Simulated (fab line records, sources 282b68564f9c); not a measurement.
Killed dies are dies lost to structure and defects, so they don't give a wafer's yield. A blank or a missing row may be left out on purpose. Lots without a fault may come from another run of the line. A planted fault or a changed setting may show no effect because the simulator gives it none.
Problem report in the 8D (eight disciplines) form, filled by code | flow rit_cmos | the parts of the form that need people (team, actions taken, sign-off) are left out

1. THE PROBLEM
REOX_OXIDE_THK at RIT_REOX_THK_MEAS_04 reads a mean of 29.4 nm on 9 wafers of 3 lots; wafers without a fault read 25.2 nm with a standard deviation of 0.42. That is +9.9 standard deviations from the usual mean.
First seen on wafer L113.1, day 5 04:27, on film_metro-03. The record holds 45 wafers of 15 lots with a number at this step. Rule for "out", or "out of limits": more than 4 standard deviations from the usual mean. The other wafers with a number count as sound.

2. WHAT IT IS AND WHAT IT IS NOT
question                    | is                           | is not
which readings at this step | REOX_OXIDE_THK               | -
which lots                  | L113, L114, L116             | L102, L104, L105, L106, L107, L108, L109, L110, L111, L112, L123, L124
which wafers of those lots  | all that have a number       | -
read on which gauges        | film_metro-03, film_metro-04 | film_metro-01
when                        | from day 5 04:27             | up to then (30 sound wafers); but 6 sound wafers of L123, L124 came after

3. SUSPECTS, AND WHAT RULES EACH OUT
Counting: a tool at a process step up to the reading stays a suspect if it ran every lot that is out and no sound lot after the first of them.
- the gauge at RIT_REOX_THK_MEAS_04: ruled out. The wafers that are out were read on 2 gauges (film_metro-03, film_metro-04).
- furnace-03 at RIT_REOX_OXIDATION_03 (target thk 25.2 nm, ox time 5580 s): kept. It ran every lot that is out, first L113 (day 5 01:54), and no sound lot after that; its last sound lot up to then is L111 (day 4 18:16). Its own readings are out on those wafers: spike_tc_centre_C, spike_tc_load_C, spike_tc_source_C, tube_center_temp_C, tube_center_temp_C_max.
Left after counting: furnace-03 at RIT_REOX_OXIDATION_03.

4. THE CAUSE (what the simulator had put in)
Process parameter drift: furnace-03, from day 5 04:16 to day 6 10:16, at RIT_REOX_OXIDATION_03. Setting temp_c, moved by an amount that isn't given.
Counting left only this tool.

5. THE CHAIN OF EFFECTS, in route order
Each row: a reading whose mean over the struck wafers that have a number lies more than 3 standard deviations from the usual. Only readings for which the record gives a usual standard deviation are gone through. hours: the time from each lot's start at the first step in this table that gives one to its start at this step, as a median over the lots. sigmas: the change in usual standard deviations.
hours | step                  | reading                | usual   | on struck wafers | change | sigmas
0     | RIT_REOX_OXIDATION_03 | spike_tc_centre_C      | 902.1 C | 913.8            | +11.7  | +5.6
0     | RIT_REOX_OXIDATION_03 | spike_tc_load_C        | 927.0 C | 945.0            | +18.0  | +7.2
0     | RIT_REOX_OXIDATION_03 | spike_tc_source_C      | 921.0 C | 934.7            | +13.7  | +8.6
0     | RIT_REOX_OXIDATION_03 | tube_center_temp_C     | 900 C   | 915              | +15    | +99 or more
0     | RIT_REOX_OXIDATION_03 | tube_center_temp_C_max | 902.4   | 917.3            | +14.9  | +37
3     | RIT_REOX_THK_MEAS_04  | REOX_OXIDE_THK         | 25.2 nm | 29.4             | +4.2   | +9.9
The process steps in it:
- RIT_REOX_OXIDATION_03: target thk 25.2 nm, ox time 5580 s.

6. WHAT WOULD HAVE CAUGHT IT SOONER
In this record the first reading out of limits at a measuring or inspecting step was taken at day 5 04:27, 0 hours after the fault began at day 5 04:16.
The tool's own readings at RIT_REOX_OXIDATION_03 were out on every struck wafer that the step has a row for (spike_tc_centre_C, spike_tc_load_C, spike_tc_source_C, tube_center_temp_C, tube_center_temp_C_max): an alarm limit on them would have fired on the first of those.
Of the lots that are out (3), L114, L116 began RIT_REOX_OXIDATION_03 on furnace-03 after day 5 04:27. A hold on the tool at that time would have spared those 2.
